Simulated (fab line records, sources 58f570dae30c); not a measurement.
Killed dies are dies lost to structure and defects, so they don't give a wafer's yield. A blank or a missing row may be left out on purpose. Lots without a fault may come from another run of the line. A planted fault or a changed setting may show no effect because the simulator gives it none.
Which tool did it? | flow berkeley_cmos170 | 12 lots, 36 wafers sampled, at 5 steps of a route of 331

WHAT THE GAUGES READ, wafer by wafer
UCB170_NWELL_TW_MEAS_16.
lot  | measured    | on            | NWELL_TW
L283 | day 2 15:41 | film_metro-04 | 1243 1246 1244
L284 | day 2 15:49 | film_metro-03 | 1253 1255 1245
L285 | day 2 20:40 | film_metro-03 | 1256 1256 1261
L286 | day 3 01:28 | film_metro-01 | 1225 1228 1228
L287 | day 3 04:26 | film_metro-01 | 1227 1222 1226
L288 | day 3 04:40 | film_metro-03 | 1254 1256 1258
L294 | day 4 11:33 | film_metro-03 | 1320 1331 1330
L296 | day 5 02:55 | film_metro-01 | 1301 1304 1311
L300 | day 6 00:23 | film_metro-03 | 1253 1255 1249
L301 | day 6 05:20 | film_metro-04 | 1243 1243 1234
L305 | day 6 21:15 | film_metro-04 | 1241 1241 1235
L304 | day 6 21:38 | film_metro-03 | 1249 1253 1253

UCB170_PSD_OVL_MEAS_07.
lot  | measured     | on         | PSD_OVL (nm)
L283 | day 6 22:43  | overlay-01 | 0 3 0
L284 | day 6 22:54  | overlay-02 | 8 11 0
L285 | day 7 07:28  | overlay-02 | -3 -1 -4
L286 | day 7 07:56  | overlay-01 | -4 0 -5
L287 | day 7 07:44  | overlay-01 | 4 7 4
L288 | day 7 07:27  | overlay-01 | 2 0 3
L294 | day 8 16:38  | overlay-01 | 3 3 6
L296 | day 9 16:03  | overlay-01 | 2 6 1
L300 | day 10 03:16 | overlay-02 | 9 7 8
L301 | day 10 08:49 | overlay-02 | -1 -8 2
L305 | day 11 05:27 | overlay-01 | 7 4 8
L304 | day 11 05:54 | overlay-01 | -1 0 -1

UCB170_SDANNEAL_RS_MEAS_02: measures by four-point-probe.
lot  | measured     | on            | PSD_RS (ohm/sq)
L283 | day 7 02:05  | film_metro-01 | 75.78 76.01 75.76
L284 | day 7 04:05  | film_metro-04 | 75.35 75.38 75.37
L285 | day 7 11:48  | film_metro-01 | 75.61 75.64 75.23
L286 | day 7 12:34  | film_metro-02 | 75.70 75.92 75.67
L287 | day 7 12:22  | film_metro-01 | 75.71 75.61 75.21
L288 | day 7 11:55  | film_metro-02 | 76.06 75.84 75.79
L294 | day 8 20:29  | film_metro-02 | 75.12 75.24 74.89
L296 | day 9 19:19  | film_metro-04 | 75.32 75.23 75.43
L300 | day 10 06:32 | film_metro-02 | 75.71 75.69 75.58
L301 | day 10 11:57 | film_metro-02 | 75.69 75.48 75.56
L305 | day 11 09:39 | film_metro-04 | 75.29 75.88 75.49
L304 | day 11 09:47 | film_metro-01 | 75.55 75.43 75.50

UCB170_M1_OVL_MEAS_10.
lot  | measured     | on         | M1_OVL (nm)
L283 | day 7 11:14  | overlay-02 | 11 8 11
L284 | day 7 12:05  | overlay-01 | -3 15 0
L285 | day 7 20:31  | overlay-02 | 13 11 0
L286 | day 7 21:24  | overlay-01 | 3 -1 12
L287 | day 7 21:02  | overlay-02 | 11 6 10
L288 | day 7 20:46  | overlay-02 | 0 9 1
L294 | day 9 04:26  | overlay-02 | 8 0 0
L296 | day 10 04:08 | overlay-02 | 11 10 5
L300 | day 10 14:53 | overlay-02 | -3 1 2
L301 | day 10 19:06 | overlay-01 | -2 4 -4
L305 | day 11 17:00 | overlay-01 | 9 10 11
L304 | day 11 18:23 | overlay-02 | 14 6 10

WHICH TOOL RAN EACH LOT (tool, then ch and the chambers of the sampled wafers, then the start)
lot  | UCB170_NWELL_IMPLANT_14
L283 | implanter-02 ch 0, day 2 15:26
L284 | implanter-04 ch 0, day 2 15:37
L285 | implanter-03 ch 0, day 2 20:25
L286 | implanter-04 ch 0, day 3 01:13
L287 | implanter-04 ch 0, day 3 04:12
L288 | implanter-03 ch 0, day 3 04:26
L294 | implanter-02 ch 0, day 4 11:18
L296 | implanter-02 ch 0, day 5 02:40
L300 | implanter-04 ch 0, day 6 00:09
L301 | implanter-03 ch 0, day 6 05:05
L305 | implanter-03 ch 0, day 6 21:00
L304 | implanter-04 ch 0, day 6 21:25
- UCB170_NWELL_IMPLANT_14

WHAT THE TOOLS THEMSELVES READ (means of the sampled wafers that have a number; where no wafer has one, the mark that the record gives instead)
UCB170_NWELL_IMPLANT_14.
lot  | tool         | beam_energy_keV | faraday_current_uA
L283 | implanter-02 | 149.93          | 31.6
L284 | implanter-04 | 150.00          | 31.1
L285 | implanter-03 | 150.02          | 31.8
L286 | implanter-04 | 150.01          | 31.7
L287 | implanter-04 | 150.04          | 31.9
L288 | implanter-03 | 149.99          | 31.5
L294 | implanter-02 | 202.50          | 31.5
L296 | implanter-02 | 202.46          | 31.4
L300 | implanter-04 | 150.00          | 31.5
L301 | implanter-03 | 149.98          | 31.4
L305 | implanter-03 | 149.93          | 31.7
L304 | implanter-04 | 150.01          | 31.9

THE ANSWER, worked out from the rows above alone
Rule: what is usual is taken from the lots themselves. Put in order of their means at a reading, lots are off if they are a third of the lots or fewer, leave a main group of 4 or more, and stand apart from it by a gap of 3 or more times the standard deviation of the main group's means; of several such gaps the widest counts. A main group whose means are all the same, to the digits that the tables above print for the reading, isn't used. A lot without any number at a reading at which 4 lots or more have one is off too. The other lots that the step has rows for count as sound. The gauges are gone through in route order, then the tools' own readings, and for those a lot's mean is taken as printed above. The first step at which some lot is off is used, and at that step the reading that is off furthest; a lot without a number counts as furthest.
Off: L294, L296, at UCB170_NWELL_TW_MEAS_16 (NWELL_TW). The main group: mean 1244, standard deviation 11.
A tool fits if, at a process step before that reading, it ran every lot that is off, and no sound lot after the first of them. The gauges at UCB170_NWELL_TW_MEAS_16 aren't tried: what is off there is off at UCB170_NWELL_IMPLANT_14 too, on other tools, and a gauge's error can't cause that. One fits: implanter-02 at UCB170_NWELL_IMPLANT_14. Its last sound lot is L283 (day 2 15:26), its first lot that is off L294 (day 4 11:18): a fault that began between those two fits.
The tool's own readings at UCB170_NWELL_IMPLANT_14 bear it out: on the lots that are off they differ by more than 5 times the standard deviation of the sound lots' means. beam_energy_keV reads 202.48 there against 149.99 on the sound lots.

WHAT THE SIMULATOR HAD PUT IN
Process parameter drift: implanter-02, from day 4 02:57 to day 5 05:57, at UCB170_NWELL_IMPLANT_14. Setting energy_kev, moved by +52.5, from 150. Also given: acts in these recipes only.
Lots struck among those shown: L294, L296. The rule above found the same.
